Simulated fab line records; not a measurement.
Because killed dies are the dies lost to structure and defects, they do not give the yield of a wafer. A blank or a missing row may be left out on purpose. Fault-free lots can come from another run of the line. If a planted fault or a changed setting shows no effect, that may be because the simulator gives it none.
fab line records    flow berkeley_cmos170
record lots=13  wafers=39  last_day=12
route steps=331 shown START@1 ZERO@13 PLDD@153 BACKSIDE@202
lots with no fault: from the same line, run without faults
start_h: hours from the record's first day to the start of the lot's first wafer shown    wait_h: hours since the lot's step before    " the same as in the row above    L1.1+2: a row that stands for several wafers    - no value present, or no start provided    * or withheld: withheld    < > ~ a bound
route shown NAME@n: a module of which the file shows steps, and the number in the route of the first    usual: the fault-free wafers' mean and standard deviation    same: alike in all rows    chamber/n: place in a boat    sites: readings site by site    _std_site: their standard deviation    _edge_site: the outer-site mean with the inner-site mean subtracted    radius_mm: for every site, how far away it sits from the centre of the wafer    mask NAME#n: copy n    behind: the tool/chamber that last shaped the wafer    hold: the reason the lot was held/the length of the hold in hours/how it ended    device: the transistor (n, p or np) that didn't switch    end of line: the same wafers' tests at the end of the route    a step with no rows: only its recipe    killed: dies that structure and defects cost at the first sort, which is not the same as the wafer's yield    map: a wafer's dies, marking killed ones x, the rest . and places with no die _
set.NAME: the run value of the setting; set.NAME@STEP: its run value at that earlier step    model.NAME: the simulator's own value behind a step, which no gauge read
the route's steps for a sample of lots (tables are steps, rows are wafers)
services: a tool's chamber out of use, with start hour (start_h, from the record's first day; less than 0 if before it), hours out, and reason
## steps
# step UCB170_START_BOW_MEAS_00
# recipe mode=bow
# usual INCOMING_BOW=0/7
lot.wafer  tool           chamber  start_h  wait_h  INCOMING_BOW[um]
L991.1     film_metro-02  -        10.00    -       -7
L991.3     "              -        "        "       -2
L991.5     "              -        "        "       4
L992.1     film_metro-04  -        15.00    -       2
L992.2     "              -        "        "       4
L992.4     "              -        "        "       -3
L994.2     film_metro-04  -        25.02    -       8
L994.3     "              -        "        "       -1
L994.4     "              -        "        "       1
L996.1     film_metro-04  -        35.00    -       -1
L996.3     "              -        "        "       0
L996.5     "              -        "        "       -15
L998.1     film_metro-01  -        45.00    -       -15
L998.3     "              -        "        "       -13
L998.4     "              -        "        "       7
L101.2     film_metro-04  -        60.02    -       -2
L101.5     "              -        "        "       -2
L101.6     "              -        "        "       -6
L105.1     film_metro-04  -        80.00    -       -3
L105.2     "              -        "        "       2
L105.3     "              -        "        "       -9
L106.1     film_metro-04  -        85.00    -       4
L106.2     "              -        "        "       6
L106.6     "              -        "        "       -1
L109.1     film_metro-04  -        100.00   -       13
L109.4     "              -        "        "       11
L109.5     "              -        "        "       -11
L111.1     film_metro-04  -        110.00   -       -3
L111.3     "              -        "        "       10
L111.6     "              -        "        "       6
L112.4     film_metro-02  -        115.06   -       7
L112.5     "              -        "        "       -4
L112.6     "              -        "        "       -6
L113.2     film_metro-04  -        120.02   -       -4
L113.5     "              -        "        "       0
L113.6     "              -        "        "       -6
L114.1     film_metro-02  -        125.00   -       11
L114.2     "              -        "        "       2
L114.5     "              -        "        "       -4
# step UCB170_ZERO_STRIP_07
# recipe chemistry=O2  power_w=400  pressure_mtorr=3500  platen_temp_c=withheld  o2_flow_sccm=400  overash_fraction=0.5
# usual drypump_motor_current_A=5.5/0.52  oes_product_au=0.727/0.0043  strip_time_to_endpoint_s=21.48/0.059
lot.wafer  tool             chamber  start_h  wait_h  drypump_motor_current_A  oes_product_au  rf_hours_counter_h  strip_time_to_endpoint_s
L991.1     plasma_asher-04  1        26.91    0.0     5.9                      0.720           31                  21.58
L991.3     "                0        "        "       4.8                      0.723           -                   21.51
L991.5     "                1        "        "       5.9                      0.728           -                   21.51
L992.1     plasma_asher-01  0        26.99    0.0     5.5                      0.726           32                  21.49
L992.2     "                1        "        "       6.3                      0.734           32                  21.46
L992.4     "                0        "        "       5.5                      0.732           -                   21.48
L994.2     plasma_asher-04  0        33.08    0.0     4.8                      0.719           31                  21.39
L994.3     "                0        "        "       4.8                      0.732           -                   21.38
L994.4     "                1        "        "       5.9                      0.727           -                   21.41
L996.1     plasma_asher-04  1        43.46    0.0     5.9                      0.725           32                  21.49
L996.3     "                1        "        "       5.9                      0.722           -                   21.48
L996.5     "                0        "        "       4.9                      0.731           -                   21.50
L998.1     plasma_asher-03  0        55.60    0.0     4.9                      0.730           24                  21.50
L998.3     "                1        "        "       5.6                      0.727           -                   21.45
L998.4     "                0        "        "       4.9                      0.729           -                   21.45
L101.2     plasma_asher-03  1        71.99    0.0     5.6                      0.719           26                  21.48
L101.5     "                1        "        "       5.6                      0.727           -                   21.45
L101.6     "                0        "        "       4.9                      0.729           -                   21.45
L105.1     plasma_asher-03  1        90.73    0.0     5.7                      0.732           28                  21.48
L105.2     "                0        "        "       4.9                      0.724           28                  21.46
L105.3     "                1        "        "       5.7                      0.724           -                   21.52
L106.1     plasma_asher-01  0        98.30    0.0     5.5                      0.728           40                  21.39
L106.2     "                1        "        "       6.3                      0.732           40                  21.42
L106.6     "                1        "        "       6.3                      0.727           -                   21.45
L109.1     plasma_asher-01  1        107.30   0.0     6.3                      0.720           41                  21.42
L109.4     "                0        "        "       5.5                      0.719           -                   21.47
L109.5     "                0        "        "       5.5                      0.736           -                   21.45
L111.1     plasma_asher-03  1        122.51   0.0     5.6                      0.736           31                  21.42
L111.3     "                1        "        "       5.7                      0.722           -                   21.52
L111.6     "                0        "        "       4.9                      0.720           -                   21.55
L112.4     plasma_asher-03  0        127.77   0.0     4.9                      0.727           -                   21.42
L112.5     "                1        "        "       5.6                      0.733           -                   21.42
L112.6     "                0        "        "       4.9                      0.725           -                   21.45
L113.2     plasma_asher-04  1        130.26   0.0     5.9                      0.724           44                  21.50
L113.5     "                1        "        "       5.9                      0.724           -                   21.50
L113.6     "                0        "        "       4.8                      0.723           -                   21.52
L114.1     plasma_asher-04  1        137.61   0.0     5.9                      0.727           44                  21.56
L114.2     "                0        "        "       4.8                      0.729           44                  21.48
L114.5     "                1        "        "       5.9                      0.726           -                   21.45
# step UCB170_PLDD_IMPLANT_08
# recipe species=BF2  dose_cm2=5e+13  energy_kev=10  tilt_deg=7  rotation_deg=0
# usual beam_energy_keV=9.9998/0.0027  beam_on_s=10.15/0.28  faraday_current_uA=156/4.2
# same implant_ion_amu=49
lot.wafer  tool          chamber  start_h  wait_h  beam_energy_keV  beam_on_s  faraday_current_uA
L994.2     implanter-01  0        128.75   0.0     9.9970           10.52      151
L994.3     "             0        "        "       9.9999           10.04      158
L994.4     "             0        "        "       10.004           10.25      155
L992.1     implanter-01  0        129.14   0.0     9.9974           10.22      156
L992.2     "             0        "        "       9.9998           10.06      158
L992.4     "             0        "        "       9.9978           10.24      155
L991.1     implanter-04  0        133.44   0.0     9.9989           10.81      147
L991.3     "             0        "        "       9.9992           10.66      148
L991.5     "             0        "        "       9.9993           10.36      153
L996.1     implanter-01  0        157.11   0.0     6.4970           19.95      80
L996.3     "             0        "        "       6.4980           19.21      82
L996.5     "             0        "        "       6.4986           18.83      85
L998.1     implanter-01  0        160.15   0.0     6.5034           19.86      80
L998.3     "             0        "        "       6.4988           17.94      88
L998.4     "             0        "        "       6.5027           19.17      83
L101.2     implanter-03  0        174.29   0.0     9.9943           9.93       159
L101.5     "             0        "        "       9.9990           10.11      157
L101.6     "             0        "        "       9.9990           10.17      156
L106.1     implanter-03  0        199.54   0.0     9.9999           9.77       161
L106.2     "             0        "        "       9.9942           9.95       161
L106.6     "             0        "        "       9.9942           10.03      158
L105.1     implanter-04  0        200.23   0.0     10.001           10.85      146
L105.2     "             0        "        "       10.002           10.85      146
L105.3     "             0        "        "       10.003           10.62      150
L109.1     implanter-03  0        207.33   0.0     9.9945           9.82       161
L109.4     "             0        "        "       9.9977           9.92       159
L109.5     "             0        "        "       9.9939           10.01      157
L112.4     implanter-01  0        227.89   0.1     9.9997           10.19      157
L112.5     "             0        "        "       10.001           9.88       162
L112.6     "             0        "        "       10.002           9.97       159
L111.1     implanter-04  0        228.11   0.0     9.9988           10.05      157
L111.3     "             0        "        "       9.9999           10.52      150
L111.6     "             0        "        "       10.003           10.31      154
L113.2     implanter-04  0        236.02   0.0     10.001           10.50      151
L113.5     "             0        "        "       10.001           10.32      153
L113.6     "             0        "        "       10.002           10.53      151
L114.1     implanter-04  0        242.32   0.0     10.003           10.52      151
L114.2     "             0        "        "       10.002           10.32      154
L114.5     "             0        "        "       10.003           10.63      150
# step UCB170_PLDD_TW_MEAS_11
# usual PLDD_TW=1011/6.9
lot.wafer  tool           chamber  start_h  wait_h  PLDD_TW
L994.2     film_metro-02  -        129.13   0.1     1015
L994.3     "              -        "        "       1021
L994.4     "              -        "        "       1017
L992.1     film_metro-01  -        129.54   0.1     1017
L992.2     "              -        "        "       1016
L992.4     "              -        "        "       1010
L991.1     film_metro-01  -        133.84   0.1     1013
L991.3     "              -        "        "       1015
L991.5     "              -        "        "       1013
L996.1     film_metro-02  -        157.51   0.1     961
L996.3     "              -        "        "       961
L996.5     "              -        "        "       955
L998.1     film_metro-04  -        160.55   0.1     949
L998.3     "              -        "        "       948
L998.4     "              -        "        "       953
L101.2     film_metro-02  -        174.67   0.1     1015
L101.5     "              -        "        "       1016
L101.6     "              -        "        "       1019
L106.1     film_metro-04  -        199.94   0.1     997
L106.2     "              -        "        "       1000
L106.6     "              -        "        "       1000
L105.1     film_metro-01  -        200.63   0.1     1015
L105.2     "              -        "        "       1009
L105.3     "              -        "        "       1018
L109.1     film_metro-02  -        207.73   0.1     1022
L109.4     "              -        "        "       1021
L109.5     "              -        "        "       1020
L112.4     film_metro-01  -        228.25   0.1     1010
L112.5     "              -        "        "       1008
L112.6     "              -        "        "       1003
L111.1     film_metro-01  -        228.51   0.1     1008
L111.3     "              -        "        "       1008
L111.6     "              -        "        "       1014
L113.2     film_metro-04  -        236.41   0.1     1005
L113.5     "              -        "        "       1002
L113.6     "              -        "        "       1004
L114.1     film_metro-02  -        242.72   0.1     1013
L114.2     "              -        "        "       1015
L114.5     "              -        "        "       1011
# step UCB170_BACKSIDE_STRIP_03
# recipe chemistry=O2  power_w=400  pressure_mtorr=3500  platen_temp_c=withheld  o2_flow_sccm=400  overash_fraction=0.5
# usual drypump_motor_current_A=5.4/0.51  oes_product_au=0.735/0.0047  strip_time_to_endpoint_s=21.99/0.05
lot.wafer  tool             chamber  start_h  wait_h  drypump_motor_current_A  oes_product_au  rf_hours_counter_h  strip_time_to_endpoint_s
L994.2     plasma_asher-01  1        145.08   0.1     6.3                      0.741           3                   21.97
L994.3     "                0        "        "       5.5                      0.731           -                   21.99
L994.4     "                1        "        "       6.2                      0.733           -                   21.92
L992.1     plasma_asher-03  0        145.12   0.1     4.9                      0.737           33                  21.97
L992.2     "                1        "        "       5.7                      0.743           33                  22.00
L992.4     "                1        "        "       5.7                      0.738           -                   21.94
L991.1     plasma_asher-01  1        145.40   0.1     6.3                      0.736           3                   21.98
L991.3     "                1        "        "       6.3                      0.732           -                   21.99
L991.5     "                1        "        "       6.3                      0.736           -                   22.09
L996.1     plasma_asher-03  1        169.49   0.1     5.7                      0.733           36                  21.96
L996.3     "                0        "        "       4.9                      0.731           -                   21.98
L996.5     "                1        "        "       5.7                      0.728           -                   22.00
L998.1     plasma_asher-03  1        173.38   0.1     5.7                      0.734           37                  22.03
L998.3     "                1        "        "       5.6                      0.731           -                   21.97
L998.4     "                0        "        "       4.9                      0.737           -                   22.07
L101.2     plasma_asher-04  1        186.24   0.1     5.9                      0.729           51                  21.97
L101.5     "                1        "        "       5.9                      0.735           -                   21.99
L101.6     "                0        "        "       4.8                      0.730           -                   21.91
L105.1     plasma_asher-03  1        213.89   0.1     5.7                      0.740           41                  22.00
L105.2     "                0        "        "       4.9                      0.737           41                  22.00
L105.3     "                1        "        "       5.7                      0.738           -                   21.98
L106.1     plasma_asher-04  1        214.36   0.1     5.9                      0.741           54                  22.00
L106.2     "                0        "        "       4.8                      0.728           54                  22.03
L106.6     "                0        "        "       4.8                      0.726           -                   21.92
L109.1     plasma_asher-03  1        216.90   0.1     5.7                      0.728           41                  21.94
L109.4     "                1        "        "       5.6                      0.727           -                   21.95
L109.5     "                0        "        "       4.9                      0.738           -                   21.95
L112.4     plasma_asher-01  0        240.26   0.1     5.5                      0.735           -                   22.01
L112.5     "                0        "        "       5.5                      0.738           -                   21.93
L112.6     "                1        "        "       6.3                      0.733           -                   21.97
L111.1     plasma_asher-04  0        241.34   0.1     4.8                      0.739           57                  22.07
L111.3     "                0        "        "       4.8                      0.736           -                   22.05
L111.6     "                0        "        "       4.8                      0.736           -                   21.87
L113.2     plasma_asher-03  1        249.59   0.1     5.7                      0.735           45                  22.01
L113.5     "                0        "        "       4.9                      0.739           -                   21.93
L113.6     "                1        "        "       5.7                      0.730           -                   21.99
L114.1     plasma_asher-01  0        254.21   0.1     5.5                      0.736           16                  21.93
L114.2     "                1        "        "       6.3                      0.736           16                  21.92
L114.5     "                1        "        "       6.3                      0.741           -                   21.91
# step UCB170_SDANNEAL_RS_MEAS_04
# recipe thk_meas_gauge=four-point-probe
# usual PLDD_RS=1032.9/2.9
lot.wafer  tool           chamber  start_h  wait_h  PLDD_RS[ohm/sq]
L994.2     film_metro-01  -        145.74   0.1     1028.1
L994.3     "              -        "        "       1026.4
L994.4     "              -        "        "       1025.8
L992.1     film_metro-04  -        145.89   0.1     1028.6
L992.2     "              -        "        "       1029.8
L992.4     "              -        "        "       1027.9
L991.1     film_metro-01  -        146.20   0.1     1031.4
L991.3     "              -        "        "       1031.8
L991.5     "              -        "        "       1031.3
L996.1     film_metro-04  -        170.13   0.1     1052.0
L996.3     "              -        "        "       1050.1
L996.5     "              -        "        "       1051.9
L998.1     film_metro-02  -        174.04   0.1     1053.7
L998.3     "              -        "        "       1051.6
L998.4     "              -        "        "       1053.4
L101.2     film_metro-02  -        186.90   0.1     1031.1
L101.5     "              -        "        "       1032.8
L101.6     "              -        "        "       1032.7
L105.1     film_metro-01  -        214.61   0.1     1035.9
L105.2     "              -        "        "       1033.6
L105.3     "              -        "        "       1034.6
L106.1     film_metro-04  -        215.00   0.1     1029.6
L106.2     "              -        "        "       1033.7
L106.6     "              -        "        "       1034.1
L109.1     film_metro-02  -        217.54   0.1     1036.9
L109.4     "              -        "        "       1032.5
L109.5     "              -        "        "       1035.1
L112.4     film_metro-01  -        240.92   0.1     1033.9
L112.5     "              -        "        "       1034.4
L112.6     "              -        "        "       1034.4
L111.1     film_metro-04  -        242.07   0.1     1036.9
L111.3     "              -        "        "       1035.0
L111.6     "              -        "        "       1034.3
L113.2     film_metro-04  -        250.25   0.1     1034.0
L113.5     "              -        "        "       1034.8
L113.6     "              -        "        "       1031.0
L114.1     film_metro-02  -        254.89   0.1     1033.6
L114.2     "              -        "        "       1032.5
L114.5     "              -        "        "       1034.4
## services
tool             chamber  start_h  hours  kind
implanter-04     -        9.29     1.8    repair
implanter-04     -        28.26    2.8    pm
implanter-04     -        39.67    5.9    repair
plasma_asher-03  -        45.09    1.1    repair
implanter-01     -        54.57    2.9    repair
plasma_asher-01  -        108.75   9.0    pm
plasma_asher-01  0        108.75   9.0    vent_cycle
plasma_asher-01  1        108.75   9.0    vent_cycle
plasma_asher-03  -        109.95   6.8    repair
plasma_asher-01  0        117.75   -      clean
plasma_asher-01  1        117.75   -      clean
implanter-01     -        136.88   7.2    pm
implanter-04     -        183.02   1.8    repair
implanter-03     -        217.24   12.2   pm
implanter-03     -        239.18   1.3    repair
## key
first_sign step=UCB170_PLDD_IMPLANT_08  reading=beam_energy_keV  direction=down  sigmas=99+  usual=9.9998  struck=6.4998
effect step=UCB170_PLDD_IMPLANT_08  reading=beam_on_s  direction=up  sigmas=32  usual=10.15  struck=19.16
effect step=UCB170_PLDD_TW_MEAS_11  reading=PLDD_TW  direction=down  sigmas=8.2  usual=1011  struck=955
effect step=UCB170_SDANNEAL_RS_MEAS_04  reading=PLDD_RS  direction=up  sigmas=6.7  usual=1032.9  struck=1052.1
met_at UCB170_PLDD_IMPLANT_08
struck_lots L996,L998
tester_left_out L996,L998
not_acting_at UCB170_START_BOW_MEAS_00,UCB170_ZERO_STRIP_07,UCB170_BACKSIDE_STRIP_03
onset_between 129.14 157.11
fault kind=process_parameter_drift  tool=implanter-01  chamber=-  onset_h=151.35  steps=UCB170_PLDD_IMPLANT_08  channel=energy_kev  offset=-3.5  shape=step  end_h=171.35  acts_in=these_recipes_only  stated=10
# tester_left_out: of these lots the tester's yield and bins aren't shown, on N5 and GAA mostly nor the transistor test; their killed dies are dies lost to structure and defects alone, not to doping, threshold or leakage, so they don't give the yield
